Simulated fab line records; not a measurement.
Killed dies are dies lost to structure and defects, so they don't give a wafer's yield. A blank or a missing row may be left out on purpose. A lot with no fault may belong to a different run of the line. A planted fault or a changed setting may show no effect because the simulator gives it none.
Which tool is to blame? | flow berkeley-cmos170 | 14 lots with 42 wafers sampled at 6 steps, on a route of 331 steps

## WHAT THE GAUGES READ, wafer by wafer
UCB170_START_BOW_MEAS_00.
lot  | measured    | on            | INCOMING_BOW (um)
L532 | day 1 15:01 | film-metro-03 | 10 0 7
L533 | day 1 20:00 | film-metro-03 | 12 -6 -3
L534 | day 2 01:01 | film-metro-04 | 11 3 -11
L535 | day 2 06:02 | film-metro-02 | -6 -10 2
L540 | day 3 07:01 | film-metro-04 | -7 -14 -7
L541 | day 3 12:00 | film-metro-04 | -5 -1 -7
L542 | day 3 17:02 | film-metro-04 | -6 -2 -5
L543 | day 3 22:00 | film-metro-04 | 2 6 13
L544 | day 4 03:01 | film-metro-03 | -2 4 2
L548 | day 4 23:00 | film-metro-03 | -3 1 -4
L551 | day 5 14:01 | film-metro-04 | 0 2 3
L552 | day 5 19:00 | film-metro-03 | -2 1 10
L553 | day 6 00:00 | film-metro-04 | 3 3 0
L554 | day 6 05:03 | film-metro-03 | -5 -5 -5

UCB170_PVT_OVL_MEAS_06.
lot  | measured     | on         | PVT_OVL (nm)
L532 | day 7 07:26  | overlay-01 | -4 -3 -1
L533 | day 7 15:02  | overlay-02 | -3 0 2
L534 | day 7 15:17  | overlay-01 | -4 6 1
L535 | day 7 15:25  | overlay-02 | 0 3 1
L540 | day 8 12:22  | overlay-02 | 1 0 0
L541 | day 8 22:02  | overlay-01 | 7 13 7
L542 | day 8 22:18  | overlay-01 | 2 7 4
L543 | day 8 22:32  | overlay-02 | -5 1 5
L544 | day 9 09:29  | overlay-01 | 5 5 2
L548 | day 10 08:53 | overlay-01 | -4 -6 -9
L551 | day 10 09:47 | overlay-02 | -8 8 -4
L552 | day 11 07:35 | overlay-01 | 4 3 1
L553 | day 11 07:52 | overlay-02 | 8 10 6
L554 | day 11 20:06 | overlay-02 | -3 -6 -6

UCB170_SDANNEAL_RS_MEAS_04: measurement is done with a four-point probe.
lot  | measured     | on            | PLDD_RS (ohm/sq)
L532 | day 8 11:10  | film-metro-02 | 1031.2 1033.2 1034.5
L533 | day 8 19:33  | film-metro-02 | 1026.7 1030.8 1031.3
L534 | day 8 20:07  | film-metro-03 | 1032.8 1032.6 1034.2
L535 | day 8 18:48  | film-metro-04 | 1031.0 1032.3 1032.5
L540 | day 9 18:07  | film-metro-04 | 1030.8 1031.7 1029.9
L541 | day 10 03:31 | film-metro-03 | 1033.4 1035.3 1032.3
L542 | day 10 04:10 | film-metro-04 | 1027.7 1031.6 1027.0
L543 | day 10 04:30 | film-metro-02 | 1033.0 1036.0 1033.5
L544 | day 10 20:22 | film-metro-04 | 1033.2 1032.1 1034.6
L548 | day 11 18:10 | film-metro-04 | 1032.6 1034.4 1034.3
L551 | day 11 18:56 | film-metro-03 | 1029.8 1032.4 1031.1
L552 | day 12 15:07 | film-metro-04 | 1109.8 1107.4 1108.5 1105.7 1106.3 1108.9
L553 | day 12 15:52 | film-metro-03 | 1109.9 1109.9 1111.8 1110.9 1107.9 1108.4
L554 | day 13 08:10 | film-metro-02 | 1033.4 1031.3 1033.5

UCB170_SDANNEAL_RS_MEAS_05: measurement is done with a four-point probe.
lot  | measured     | on            | NLDD_RS (ohm/sq)
L532 | day 8 11:17  | film-metro-02 | 614.3 616.3 614.7
L533 | day 8 19:40  | film-metro-02 | 615.4 614.6 617.1
L534 | day 8 20:14  | film-metro-03 | 618.5 618.6 616.2
L535 | day 8 18:55  | film-metro-04 | 615.0 613.0 615.8
L540 | day 9 18:14  | film-metro-04 | 615.0 614.6 612.6
L541 | day 10 03:38 | film-metro-03 | 615.7 615.9 616.1
L542 | day 10 04:17 | film-metro-04 | 615.0 615.4 614.6
L543 | day 10 04:37 | film-metro-02 | 616.4 617.6 617.7
L544 | day 10 20:29 | film-metro-04 | 615.7 616.5 613.2
L548 | day 11 18:17 | film-metro-04 | 618.6 616.7 616.8
L551 | day 11 19:04 | film-metro-03 | 616.5 616.6 618.6
L552 | day 12 18:05 | film-metro-04 | 615.5 615.8 616.7
L553 | day 12 18:34 | film-metro-03 | 618.0 617.0 616.8
L554 | day 13 08:17 | film-metro-02 | 614.9 615.3 615.7

UCB170_CONTACT_THK_MEAS_02.
lot  | measured     | on            | CONTACT_PSG_THK (nm)
L532 | day 8 14:50  | film-metro-04 | 694 699 699
L533 | day 8 23:43  | film-metro-04 | 696 701 700
L534 | day 8 23:44  | film-metro-03 | 691 691 687
L535 | day 8 21:58  | film-metro-04 | 692 694 698
L540 | day 9 21:10  | film-metro-01 | 700 698 693
L541 | day 10 07:03 | film-metro-04 | 691 688 688
L542 | day 10 06:44 | film-metro-04 | 689 692 692
L543 | day 10 08:29 | film-metro-03 | 693 694 689
L544 | day 10 23:50 | film-metro-01 | 705 703 709
L548 | day 11 20:44 | film-metro-03 | 701 695 703
L551 | day 11 22:05 | film-metro-01 | 686 683 690
L552 | day 12 22:53 | film-metro-01 | 701 709 707
L553 | day 12 22:53 | film-metro-03 | 693 698 696
L554 | day 13 11:40 | film-metro-03 | 692 695 694

## WHAT TOOL EACH LOT RAN ON (gives the tool, then ch and the chambers of the sampled wafers, and finally the start)
lot  | UCB170_SPACER_ANNEAL_02
L532 | furnace-02 ch 0, day 8 05:23
L533 | furnace-04 ch 0, day 8 10:34
L534 | furnace-04 ch 0, day 8 10:34
L535 | furnace-04 ch 0, day 8 10:34
L540 | furnace-04 ch 0, day 9 10:58
L541 | furnace-04 ch 0, day 9 20:29
L542 | furnace-04 ch 0, day 9 20:29
L543 | furnace-04 ch 0, day 9 20:29
L544 | furnace-04 ch 0, day 10 13:07
L548 | furnace-02 ch 0, day 11 10:58
L551 | furnace-02 ch 0, day 11 10:58
L552 | furnace-02 ch 0, day 12 07:40
L553 | furnace-02 ch 0, day 12 07:40
L554 | furnace-01 ch 0, day 12 23:37
- UCB170_SPACER_ANNEAL_02: time 1800 s.

## AS READ BY THE TOOLS THEMSELVES (means over the sampled wafers that have a number; for cases with no such wafer, the mark the record gives instead)
UCB170_SPACER_ANNEAL_02.
lot  | tool       | spike-tc-centre-C (C) | spike-tc-load-C (C) | spike-tc-source-C (C)
L532 | furnace-02 | 903.6                 | 924.9               | 918.7
L533 | furnace-04 | 903.6                 | 929.2               | 915.0
L534 | furnace-04 | 902.8                 | 929.7               | 915.6
L535 | furnace-04 | 904.4                 | 928.2               | 915.3
L540 | furnace-04 | 904.0                 | 928.3               | 915.0
L541 | furnace-04 | 904.5                 | 929.1               | 915.3
L542 | furnace-04 | 904.4                 | 929.3               | 915.7
L543 | furnace-04 | 903.8                 | 928.3               | 915.7
L544 | furnace-04 | 904.1                 | 928.6               | 915.1
L548 | furnace-02 | 903.1                 | 924.2               | 918.4
L551 | furnace-02 | 903.1                 | 923.7               | 920.2
L552 | furnace-02 | 884.2                 | 904.0               | 898.4
L553 | furnace-02 | 883.4                 | 903.7               | 899.1
L554 | furnace-01 | 902.2                 | 921.6               | 926.9

## THE ANSWER, worked out from the rows above alone
Rule: the lots themselves supply what counts as usual. Put in order of their means at a reading, lots are off if they are a third of the lots or fewer, leave a main group of 4 or more, and stand apart from it by a gap of 3 or more times the standard deviation of the main group's means; of several such gaps the widest counts. Not used: any main group whose means are identical at the precision the tables above print for the reading. A lot without any number at a reading at which 4 lots or more have one is off too. All remaining lots with rows at the step are treated as sound. The gauges are gone through in route order, then the tools' own readings, and for those a lot's mean is taken as printed above. The first step at which some lot is off is used, and at that step the reading that is off furthest; a lot without a number counts as furthest.
Off: at UCB170_SDANNEAL_RS_MEAS_04 (PLDD_RS), L552, L553. For the main group the mean is 1032.2 ohm/sq and the standard deviation 1.7.
A tool fits if, at a process step before that reading, it ran every lot that is off, and no sound lot after the first of them. Not tried: the gauges at UCB170_SDANNEAL_RS_MEAS_04; whatever is off there is also off at UCB170_SPACER_ANNEAL_02, on other tools, and gauge error can't account for it. One candidate fits, namely furnace-02 at UCB170_SPACER_ANNEAL_02. A fault onset in the window from L548 (day 11 10:58, its last sound lot) to L552 (day 12 07:40, its first lot off) fits.
The tool's own readings at UCB170_SPACER_ANNEAL_02 bear it out: on the lots that are off they differ by more than 5 times the standard deviation of the sound lots' means. spike-tc-centre-C reads 883.8 C there against 903.6 C on the sound lots; spike-tc-load-C reads 903.9 C there against 927.1 C on the sound lots; spike-tc-source-C reads 898.8 C there against 917.2 C on the sound lots.

## WHAT WAS PUT IN BY THE SIMULATOR
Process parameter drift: furnace-02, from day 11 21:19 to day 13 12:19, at UCB170_SPACER_ANNEAL_02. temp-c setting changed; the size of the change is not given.
Shown lots that were struck: L552, L553. The rule above reached the same finding.
